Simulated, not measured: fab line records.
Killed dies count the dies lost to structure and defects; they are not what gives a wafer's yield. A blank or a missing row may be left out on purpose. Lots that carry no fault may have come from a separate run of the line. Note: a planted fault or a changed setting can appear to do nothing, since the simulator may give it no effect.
fab line records	flow berkeley_cmos170
record: lots: 5	wafers: 15	last_day: 12
route steps=331 shown M2@277 V2@292
lots that met no fault: from a run of the same line without faults
start_h: hours from the record's opening day to when the first of the lot's shown wafers began	wait_h: hours elapsed since this lot's preceding step	" as in the row above	L1.1+2: several wafers, shown together as one row	- no value, or no start was given	* or withheld: withheld	< > ~ a bound
route shown NAME@n: NAME is a module with steps in the file, n the number in the route of the first one	usual: mean/standard deviation taken from wafers without a fault	same: alike in all rows	chamber/n: place in a boat	sites: the reading at each site	_std_site: standard deviation of those values	_edge_site: mean of outer sites minus mean of inner sites	radius_mm: how far each site lies from the wafer's centre	mask NAME#n: copy n	behind: tool/chamber where the wafer was last shaped	hold: cause of the lot's hold/its duration in hours/its outcome	device: which transistor (n, p or np) failed to switch	end of line: tests run on the same wafers once the route is complete	for a step that has no rows: nothing shown but its recipe	killed: dies that structure and defects cost at the first sort, which is not the same as the wafer's yield	map: dies across one wafer; x = killed, . = not, _ = none there
set.NAME: the setting the step ran with; set.NAME@STEP: the setting that earlier step ran with	model.NAME: the simulator's own value behind a step, which no gauge read
lots at selected steps of the route; one table per step, one row per wafer
services: a tool's chamber out of use, with start hour (start_h, from the record's first day; less than 0 if before it), hours out, and reason
== steps ==
step: UCB170_M2_SOFTBAKE_06
recipe: resist: KrF	temp_c: 130	time_s: 60
usual: resist_line_temp_C: 22.97/0.11
lot.wafer	tool	chamber	start_h	wait_h	resist_line_temp_C
L078.1	litho_track-01	0	186.81	0.1	23.01
L078.5	"	0	"	"	23.11
L078.6	"	0	"	"	22.99
L081.3	litho_track-01	0	222.60	0.1	22.76
L081.4	"	0	"	"	23.18
L081.6	"	0	"	"	22.88
L082.1	litho_track-03	0	224.06	0.1	23.04
L082.3	"	0	"	"	23.03
L082.5	"	0	"	"	22.90
L086.2	litho_track-03	0	252.14	0.1	22.87
L086.5	"	0	"	"	22.99
L086.6	"	0	"	"	22.85
L093.2	litho_track-04	0	279.91	0.1	23.07
L093.3	"	0	"	"	23.05
L093.5	"	0	"	"	23.10
step: UCB170_M2_STRIP_07
recipe: chemistry: O2	power_w: 400	pressure_mtorr: 3500	platen_temp_c: withheld	o2_flow_sccm: 400	overash_fraction: 0.5
usual: drypump_motor_current_A: 5.6/0.44	oes_product_au: 0.734/0.0045	strip_time_to_endpoint_s: 21.98/0.07
lot.wafer	tool	chamber	start_h	wait_h	drypump_motor_current_A	oes_product_au	rf_hours_counter_h	strip_time_to_endpoint_s
L078.1	plasma_asher-04	1	186.96	0.1	6.0	0.737	44	21.92
L078.5	"	1	"	"	6.0	0.734	-	22.08
L078.6	"	0	"	"	5.1	0.739	-	22.09
L081.3	plasma_asher-02	1	222.73	0.1	5.0	0.731	-	22.05
L081.4	"	0	"	"	5.5	0.734	-	22.03
L081.6	"	0	"	"	5.5	0.727	-	22.08
L082.1	plasma_asher-01	1	224.21	0.1	5.6	0.738	12	21.94
L082.3	"	0	"	"	6.2	0.739	-	21.93
L082.5	"	0	"	"	6.2	0.735	-	21.94
L086.2	plasma_asher-01	1	252.27	0.1	5.6	0.734	16	21.98
L086.5	"	0	"	"	6.2	0.736	-	21.91
L086.6	"	1	"	"	5.6	0.733	-	21.94
L093.2	plasma_asher-02	1	280.04	0.1	5.0	0.734	55	21.98
L093.3	"	0	"	"	5.5	0.744	-	21.99
L093.5	"	1	"	"	5.0	0.741	-	21.97
step: UCB170_M2_STRIP_08
recipe: chemistry: DMSO	temp_c: 80	time_s: 600	material: KrF
lot.wafer	tool	chamber	start_h	wait_h
L078.1+5+6	wet_bench-02	1	187.06	0.1
L081.3+4+6	wet_bench-02	1	222.80	0.0
L082.1+3+5	wet_bench-02	3	224.31	0.1
L086.2+5+6	wet_bench-01	2	252.37	0.1
L093.2+3+5	wet_bench-02	1	280.14	0.1
step: UCB170_M2_COAT_09
recipe: resist: BARC	temp_c: withheld	time_s: withheld	spin_rpm: 3000	resist_thk_nm: withheld
usual: resist_line_temp_C: *
lot.wafer	tool	chamber	start_h	wait_h	resist_line_temp_C
L078.1	litho_track-03	0	187.39	0.1	*
L078.5	"	0	"	"	*
L078.6	"	0	"	"	*
L081.3	litho_track-03	0	223.36	0.4	*
L081.4	"	0	"	"	*
L081.6	"	0	"	"	*
L082.1	litho_track-03	0	224.48	0.0	*
L082.3	"	0	"	"	*
L082.5	"	0	"	"	*
L086.2	litho_track-01	0	252.67	0.1	*
L086.5	"	0	"	"	*
L086.6	"	0	"	"	*
L093.2	litho_track-03	0	280.71	0.4	*
L093.3	"	0	"	"	*
L093.5	"	0	"	"	*
step: UCB170_M2_COAT_10
recipe: resist: KrF	spin_rpm: 1500	resist_thk_nm: 900
usual: resist_line_temp_C: 22.98/0.1
lot.wafer	tool	chamber	start_h	wait_h	resist_line_temp_C
L078.1	litho_track-03	0	-	-	23.06
L078.5	"	0	"	"	22.94
L078.6	"	0	"	"	22.84
L081.3	litho_track-03	0	-	-	22.92
L081.4	"	0	"	"	23.03
L081.6	"	0	"	"	23.02
L082.1	litho_track-03	0	-	-	23.00
L082.3	"	0	"	"	22.78
L082.5	"	0	"	"	22.98
L086.2	litho_track-01	0	-	-	22.98
L086.5	"	0	"	"	22.95
L086.6	"	0	"	"	22.81
L093.2	litho_track-03	0	-	-	22.95
L093.3	"	0	"	"	23.08
L093.5	"	0	"	"	22.93
step: UCB170_M2_SOFTBAKE_11
recipe: resist: KrF	temp_c: 130	time_s: 60
usual: resist_line_temp_C: 22.98/0.11
lot.wafer	tool	chamber	start_h	wait_h	resist_line_temp_C
L078.1	litho_track-03	0	-	-	23.03
L078.5	"	0	"	"	23.05
L078.6	"	0	"	"	23.00
L081.3	litho_track-03	0	-	-	22.79
L081.4	"	0	"	"	22.92
L081.6	"	0	"	"	22.84
L082.1	litho_track-03	0	-	-	23.06
L082.3	"	0	"	"	22.98
L082.5	"	0	"	"	23.06
L086.2	litho_track-01	0	-	-	22.86
L086.5	"	0	"	"	23.03
L086.6	"	0	"	"	22.91
L093.2	litho_track-03	0	-	-	23.03
L093.3	"	0	"	"	23.11
L093.5	"	0	"	"	23.16
step: UCB170_M2_EXPOSE_12
recipe: mask_id: METAL2	target_cd_nm: 700	na: 0.5	sigma_outer: 0.6	source_shape: conventional	dose_mj: 26
lot.wafer	tool	chamber	start_h	wait_h	mask
L078.1+5+6	krf_scanner-02	0	187.84	-	METAL2#0
L081.3+4+6	krf_scanner-02	0	224.36	-	METAL2#0
L082.1+3+5	krf_scanner-01	0	225.26	-	METAL2#0
L086.2+5+6	krf_scanner-01	0	253.11	-	METAL2#0
L093.2+3+5	krf_scanner-01	0	281.16	-	METAL2#0
step: UCB170_M2_PEB_13
recipe: peb_temp_c: 130	peb_time_s: withheld	resist: KrF
usual: resist_line_temp_C: 23.00/0.11
lot.wafer	tool	chamber	start_h	wait_h	resist_line_temp_C
L078.1	litho_track-01	0	187.96	0.1	23.09
L078.5	"	0	"	"	22.89
L078.6	"	0	"	"	22.97
L081.3	litho_track-01	0	224.49	0.1	23.04
L081.4	"	0	"	"	23.01
L081.6	"	0	"	"	22.98
L082.1	litho_track-03	0	225.38	0.1	23.35
L082.3	"	0	"	"	23.12
L082.5	"	0	"	"	23.30
L086.2	litho_track-01	0	253.24	0.1	22.98
L086.5	"	0	"	"	22.98
L086.6	"	0	"	"	23.07
L093.2	litho_track-04	0	281.28	0.1	23.02
L093.3	"	0	"	"	23.04
L093.5	"	0	"	"	22.96
step: UCB170_M2_DEVELOP_14
recipe: developer: TMAH	develop_time_s: 45	resist: KrF	dev_temp_c: 21
usual: resist_line_temp_C: 23.01/0.11
lot.wafer	tool	chamber	start_h	wait_h	resist_line_temp_C
L078.1	litho_track-01	0	-	-	22.93
L078.5	"	0	"	"	22.82
L078.6	"	0	"	"	22.88
L081.3	litho_track-01	0	-	-	22.95
L081.4	"	0	"	"	22.95
L081.6	"	0	"	"	22.98
L082.1	litho_track-03	0	-	-	23.06
L082.3	"	0	"	"	23.02
L082.5	"	0	"	"	23.06
L086.2	litho_track-01	0	-	-	23.10
L086.5	"	0	"	"	23.05
L086.6	"	0	"	"	23.17
L093.2	litho_track-04	0	-	-	22.94
L093.3	"	0	"	"	22.98
L093.5	"	0	"	"	23.04
step: UCB170_M2_CD_MEAS_15
recipe: target_cd_nm: 700
usual: cd_nm: 700.3/1.6
lot.wafer	tool	chamber	start_h	wait_h	cd_nm
L078.1	cd_sem-01	-	188.23	-	704.5
L078.5	"	-	"	"	704.6
L078.6	"	-	"	"	704.1
L081.3	cd_sem-02	-	224.75	-	701.7
L081.4	"	-	"	"	701.6
L081.6	"	-	"	"	700.5
L082.1	cd_sem-02	-	225.74	-	701.3
L082.3	"	-	"	"	702.4
L082.5	"	-	"	"	700.8
L086.2	cd_sem-02	-	253.51	-	701.4
L086.5	"	-	"	"	700.6
L086.6	"	-	"	"	702.5
L093.2	cd_sem-01	-	281.59	-	697.8
L093.3	"	-	"	"	700.9
L093.5	"	-	"	"	698.2
step: UCB170_M2_OVL_MEAS_16
usual: M2_OVL: -1/5.3
lot.wafer	tool	chamber	start_h	wait_h	M2_OVL[nm]
L078.1	overlay-02	-	188.35	0.1	2
L078.5	"	-	"	"	3
L078.6	"	-	"	"	8
L081.3	overlay-01	-	224.84	0.1	3
L081.4	"	-	"	"	-9
L081.6	"	-	"	"	2
L082.1	overlay-01	-	225.86	0.1	-1
L082.3	"	-	"	"	-4
L082.5	"	-	"	"	2
L086.2	overlay-01	-	253.61	0.1	0
L086.5	"	-	"	"	-7
L086.6	"	-	"	"	1
L093.2	overlay-02	-	281.69	0.1	-1
L093.3	"	-	"	"	-1
L093.5	"	-	"	"	-2
step: UCB170_M2_ETCH_17
recipe: chemistry: N2/H2	target_depth_a: withheld	overetch_a: withheld	target: BARC	time_s: withheld	source_w: 500	bias_w: 100	pressure_mtorr: 30	n2_flow_sccm: 100	h2_flow_sccm: 200
usual: drypump_motor_current_A: 5.7/0.51	oes_product_au: 1.010/0.014	rf_fwd_power_W: 494.4/1.8	throttle_valve_pct: 13.37/0.24
lot.wafer	tool	chamber	start_h	wait_h	drypump_motor_current_A	oes_product_au	rf_fwd_power_W	throttle_valve_pct
L078.1	rie_diel-03	1	188.39	0.0	5.2	1.031	492.4	13.60
L078.5	"	0	"	"	6.6	1.019	492.9	13.19
L078.6	"	3	"	"	5.7	0.997	496.7	12.91
L081.3	rie_diel-04	2	224.87	0.0	5.3	0.987	492.9	13.66
L081.4	"	3	"	"	5.5	1.003	493.4	13.09
L081.6	"	3	"	"	5.5	1.001	493.5	13.11
L082.1	rie_diel-02	2	225.90	0.0	5.7	1.002	498.6	13.64
L082.3	"	1	"	"	5.8	0.990	494.3	13.59
L082.5	"	1	"	"	5.9	0.999	490.9	13.58
L086.2	rie_diel-04	1	253.64	0.0	6.6	1.005	494.8	13.24
L086.5	"	0	"	"	5.1	1.034	493.9	13.46
L086.6	"	1	"	"	6.6	1.017	495.6	13.23
L093.2	rie_diel-02	2	281.72	0.0	5.7	1.006	494.4	13.64
L093.3	"	1	"	"	5.8	1.001	491.5	13.59
L093.5	"	2	"	"	5.7	0.992	495.8	13.65
step: UCB170_M2_METAL_ETCH_18
recipe: chemistry: Cl2/BCl3	target: Al	stop_on: SiO2	pressure_mtorr: 12	target_depth_a: 11700	over_etch_frac: 0.3	time_s: 195	icp_w: 600	bias_w: 120	Cl2_flow_sccm: 90	bcl3_flow_sccm: 45
usual: drypump_motor_current_A: 5.46/0.28	oes_product_au: 0.857/0.014	rf_fwd_power_W: 598.0/2.2	throttle_valve_pct: 24.3/0.3
lot.wafer	tool	chamber	start_h	wait_h	drypump_motor_current_A	oes_product_au	rf_fwd_power_W	rf_hours_counter_h	throttle_valve_pct
L078.1	rie_metal-04	1	188.43	-	5.37	0.850	596.6	3	23.9
L078.5	"	0	"	"	5.85	0.880	596.1	-	24.0
L078.6	"	1	"	"	5.37	0.843	596.0	-	24.0
L081.3	rie_metal-04	1	224.97	-	5.39	0.849	597.3	-	23.9
L081.4	"	0	"	"	5.84	0.869	596.5	-	24.0
L081.6	"	0	"	"	5.86	0.877	598.4	-	24.0
L082.1	rie_metal-03	0	225.94	-	5.81	0.847	594.5	10	24.6
L082.3	"	0	"	"	5.81	0.841	598.1	-	24.6
L082.5	"	0	"	"	5.79	0.846	596.2	-	24.6
L086.2	rie_metal-03	0	253.68	-	5.80	0.830	596.9	11	24.6
L086.5	"	0	"	"	5.78	0.834	601.1	-	24.6
L086.6	"	1	"	"	5.35	0.863	594.3	-	24.8
L093.2	rie_metal-01	1	281.77	-	5.06	0.863	601.3	12	24.3
L093.3	"	1	"	"	5.07	0.848	600.4	-	24.3
L093.5	"	1	"	"	5.07	0.858	598.4	-	24.3
step: UCB170_M2_STRIP_19
recipe: chemistry: O2	power_w: 400	pressure_mtorr: 3500	platen_temp_c: withheld	o2_flow_sccm: 400	overash_fraction: 0.5
usual: drypump_motor_current_A: 5.6/0.44	oes_product_au: 0.535/0.019
lot.wafer	tool	chamber	start_h	wait_h	drypump_motor_current_A	oes_product_au	rf_hours_counter_h
L078.1	plasma_asher-02	1	188.62	0.1	5.0	0.527	46
L078.5	"	0	"	"	5.5	0.566	-
L078.6	"	1	"	"	5.0	0.527	-
L081.3	plasma_asher-01	0	225.13	0.1	6.2	0.533	-
L081.4	"	1	"	"	5.6	0.559	-
L081.6	"	0	"	"	6.2	0.563	-
L082.1	plasma_asher-04	0	226.13	0.1	5.1	0.529	48
L082.3	"	1	"	"	5.9	0.527	-
L082.5	"	1	"	"	5.9	0.536	-
L086.2	plasma_asher-02	0	253.87	0.1	5.5	0.528	53
L086.5	"	1	"	"	5.0	0.517	-
L086.6	"	0	"	"	5.5	0.538	-
L093.2	plasma_asher-01	1	281.95	0.1	5.6	0.529	19
L093.3	"	1	"	"	5.6	0.518	-
L093.5	"	0	"	"	6.2	0.512	-
step: UCB170_M2_CD_MEAS_90
recipe: target_cd_nm: 700
usual: cd_nm: 700/3.6
lot.wafer	tool	chamber	start_h	wait_h	cd_nm
L078.1	cd_sem-02	-	188.72	0.1	702
L078.5	"	-	"	"	710
L078.6	"	-	"	"	703
L081.3	cd_sem-02	-	225.24	0.1	701
L081.4	"	-	"	"	706
L081.6	"	-	"	"	706
L082.1	cd_sem-01	-	226.23	0.1	701
L082.3	"	-	"	"	700
L082.5	"	-	"	"	698
L086.2	cd_sem-02	-	253.99	0.1	702
L086.5	"	-	"	"	700
L086.6	"	-	"	"	704
L093.2	cd_sem-01	-	282.07	0.1	691
L093.3	"	-	"	"	698
L093.5	"	-	"	"	693
step: UCB170_V2_CVD_00
recipe: material: SiO2	target_thk_nm: 2000	temp_c: 390	precursor: TEOS/O2	time_s: 250	rf_w: 550	pressure_mtorr: 9000
usual: heater_power_w: 251/47	rf_fwd_power_W: 548.4/1.7
lot.wafer	tool	chamber	start_h	wait_h	heater_power_w	rf_fwd_power_W	since_wet_clean_h
L078.1	pecvd-01	0	188.84	0.1	326	548.2	374
L078.5	"	1	"	"	276	547.2	-
L078.6	"	0	"	"	256	548.7	-
L081.3	pecvd-03	1	225.32	0.1	220	548.1	304
L081.4	"	0	"	"	196	546.7	-
L081.6	"	2	"	"	171	547.8	-
L082.1	pecvd-01	0	226.35	0.1	376	550.7	412
L082.3	"	1	"	"	256	551.9	412
L082.5	"	0	"	"	263	549.1	-
L086.2	pecvd-03	2	254.09	0.1	188	547.6	333
L086.5	"	0	"	"	283	548.8	-
L086.6	"	2	"	"	245	549.5	-
L093.2	pecvd-03	1	282.17	0.1	254	548.2	361
L093.3	"	2	"	"	230	549.8	361
L093.5	"	0	"	"	278	550.8	-
step: UCB170_V2_THK_MEAS_01
recipe: reads: SiO2_of_V2_CVD_00
usual: V2_TEOS_THK: 2002/24
lot.wafer	tool	chamber	start_h	wait_h	V2_TEOS_THK[nm]
L078.1	film_metro-02	-	189.04	0.1	1996
L078.5	"	-	"	"	2034
L078.6	"	-	"	"	2031
L081.3	film_metro-03	-	225.49	0.1	2014
L081.4	"	-	"	"	2033
L081.6	"	-	"	"	2054
L082.1	film_metro-01	-	226.51	0.1	1982
L082.3	"	-	"	"	1975
L082.5	"	-	"	"	2005
L086.2	film_metro-03	-	254.26	0.1	1973
L086.5	"	-	"	"	2019
L086.6	"	-	"	"	1991
L093.2	film_metro-03	-	282.34	0.1	1984
L093.3	"	-	"	"	1995
L093.5	"	-	"	"	2035
step: UCB170_V2_CMP_02
recipe: material: SiO2	down_force_psi: 6	platen_rpm: 60	pad_velocity_m_s: 0.75398
usual: motor_current_A: 16.6/1.5
lot.wafer	tool	chamber	start_h	wait_h	motor_current_A
L078.1	cmp-01	2	189.10	0.1	16.0
L078.6	"	2	"	"	17.0
L078.5	"	3	"	"	17.4
L081.3	cmp-01	0	225.55	0.0	15.4
L081.4	"	2	"	"	17.6
L081.6	"	0	"	"	14.8
L082.3	cmp-02	3	226.62	0.1	14.5
L082.1	"	1	"	"	16.5
L082.5	"	2	"	"	15.9
L086.2	cmp-01	0	254.62	0.4	15.5
L086.6	"	2	"	"	17.4
L086.5	"	3	"	"	17.9
L093.2	cmp-02	3	282.49	0.1	14.3
L093.3	"	0	"	"	18.4
L093.5	"	1	"	"	17.1
step: UCB170_V2_BOW_MEAS_03
recipe: mode: bow
usual: V2_BOW: 35/7.4
lot.wafer	tool	chamber	start_h	wait_h	V2_BOW[um]
L078.1	film_metro-03	-	189.40	0.2	33
L078.5	"	-	"	"	41
L078.6	"	-	"	"	38
L081.3	film_metro-02	-	225.89	0.3	43
L081.4	"	-	"	"	35
L081.6	"	-	"	"	49
L082.1	film_metro-01	-	226.87	0.1	33
L082.3	"	-	"	"	33
L082.5	"	-	"	"	38
L086.2	film_metro-03	-	254.84	0.2	45
L086.5	"	-	"	"	56
L086.6	"	-	"	"	32
L093.2	film_metro-02	-	282.71	0.2	42
L093.3	"	-	"	"	34
L093.5	"	-	"	"	26
== services ==
tool	chamber	start_h	hours	kind
plasma_asher-01	-	168.48	2.8	pm
rie_metal-03	-	170.19	1.4	pm
krf_scanner-02	-	170.95	0.8	pm
rie_diel-02	-	173.19	14.6	pm
pecvd-03	-	178.79	0.9	repair
krf_scanner-02	-	183.37	0.7	repair
rie_metal-03	1	184.27	7.4	repair
pecvd-03	2	194.62	7.8	repair
rie_diel-04	2	198.68	5.7	repair
pecvd-01	-	207.23	2.8	pm
rie_metal-04	-	209.88	0.9	repair
rie_metal-04	-	211.83	4.3	pm
krf_scanner-01	-	221.85	0.6	repair
cmp-02	-	222.09	0.9	repair
rie_metal-03	-	223.03	0.6	repair
krf_scanner-01	-	223.90	0.6	repair
krf_scanner-02	-	225.19	1.2	repair
cmp-01	-	226.35	2.1	repair
cmp-01	-	232.00	4.0	pm
cmp-01	-	233.03	0.9	repair
rie_metal-04	-	235.10	0.3	repair
plasma_asher-02	-	237.96	3.0	repair
pecvd-01	-	242.50	14.0	pm
cmp-02	-	251.80	5.8	pm
== key ==
fault none
